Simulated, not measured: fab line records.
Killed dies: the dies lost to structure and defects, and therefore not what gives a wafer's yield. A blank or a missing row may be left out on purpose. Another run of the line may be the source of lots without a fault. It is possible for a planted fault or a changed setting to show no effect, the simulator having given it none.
Problem report in the 8D (eight disciplines) form, filled by code | flow berkeley cmos170 | the parts of the form that need people (team, actions taken, sign-off) are left out

== 1. THE ISSUE ==
strip time to endpoint s at UCB170_V2_STRIP_15 reads a mean of 13.58 s on 2 wafers of 2 lots; wafers without a fault read 15.26 s with a standard deviation of 0.12. Measured from the usual mean, that is -14 standard deviations.
The step: strips in O2.
Seen first at day 9 20:16 on plasma asher-02, wafer L267.3. The record holds 42 wafers of 14 lots with a number at this step. By rule, "out" or "out of limits" means more than 4 standard deviations away from the usual mean. All remaining wafers that have a number are taken as sound.

== 2. WHAT THIS IS AND IS NOT ==
question                    | is                       | is not
which readings at this step | strip time to endpoint s | drypump motor current A, oes product au
which lots                  | L267, L270               | L260, L261, L263, L264, L265, L266, L268, L274, L277, L278, L280, L282
which wafers of those lots  | L267.3, L270.1           | L267.2, L267.5, L270.3, L270.6
read on which tools         | plasma asher-02          | plasma asher-01, plasma asher-04
when                        | from day 9 20:16         | up to then (20 sound wafers); but 20 sound wafers of L268, L270, L274, L277, L278, L280, L282 came after

== 3. WHAT RULES OUT EACH SUSPECT ==
Counting: any tool at a process step up to the reading remains a suspect provided it ran every lot that is out. Sound lots after the first of them don't rule it out here, since some wafers of a struck lot are sound.
- rie diel-03 at UCB170_V1_ETCH_14 (etches SiO2 in CHF3/CF4/Ar, stops on Al, target depth 1250 nm, time 291 s): kept. It processed each lot that is out (first: L267, day 9 10:19); up to then, its last sound lot is L261 (day 7 14:54).
- rie diel-01 at UCB170_V2_ETCH_14 (etches SiO2 in CHF3/CF4/Ar, stops on Al, target depth 1250 nm, time 291 s): kept. It processed each lot that is out (first: L267, day 9 20:06); up to then, its last sound lot is L265 (day 9 01:43).
- plasma asher-02 at UCB170_V2_STRIP_15 (strips in O2): kept. It processed each lot that is out (first: L267, day 9 20:16); up to then, its last sound lot is L266 (day 9 19:17). Out on those wafers are its own readings of strip time to endpoint s.
- Within rie diel-01 at UCB170_V2_ETCH_14: the wafers that are out ran in chamber 0; their sound lot-mates ran in chambers 1, 2.
Left after counting: rie diel-03 at UCB170_V1_ETCH_14, rie diel-01 at UCB170_V2_ETCH_14, plasma asher-02 at UCB170_V2_STRIP_15.

== 4. THE CAUSE (what the simulator had put in) ==
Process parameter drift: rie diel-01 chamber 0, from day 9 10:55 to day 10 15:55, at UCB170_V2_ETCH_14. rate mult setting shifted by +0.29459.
This tool is one of the 3 suspects left after counting.

== 5. THE EFFECT CHAIN, in route order ==
Rows list readings where the struck wafers' mean (over those with a number) sits beyond 3 standard deviations from the usual. Readings are gone through only where the record gives a usual standard deviation; hours: the median, over the lots, of the time from a lot's start at the first step in this table giving one to that lot's start at this step; sigmas: the change measured in usual standard deviations.
hours | step               | reading                  | usual   | on struck wafers | change | sigmas
0     | UCB170_V2_STRIP_15 | strip time to endpoint s | 15.26 s | 13.58            | -1.68  | -14
Its process steps:
- UCB170_V2_STRIP_15: strips in O2.

== 6. HOW IT WOULD HAVE BEEN CAUGHT EARLIER ==
In this record the first reading out of limits was taken at day 9 20:16, 9 hours after the fault began at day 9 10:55.
No tool reading at UCB170_V2_ETCH_14 that has a usual standard deviation in the record was out on any struck wafer, so an alarm limit of 4 standard deviations on those readings would not have fired.
Among the 2 lots that are out, L270 began UCB170_V2_ETCH_14 on rie diel-01 after day 9 20:16. A hold on the tool at that time would have spared it.
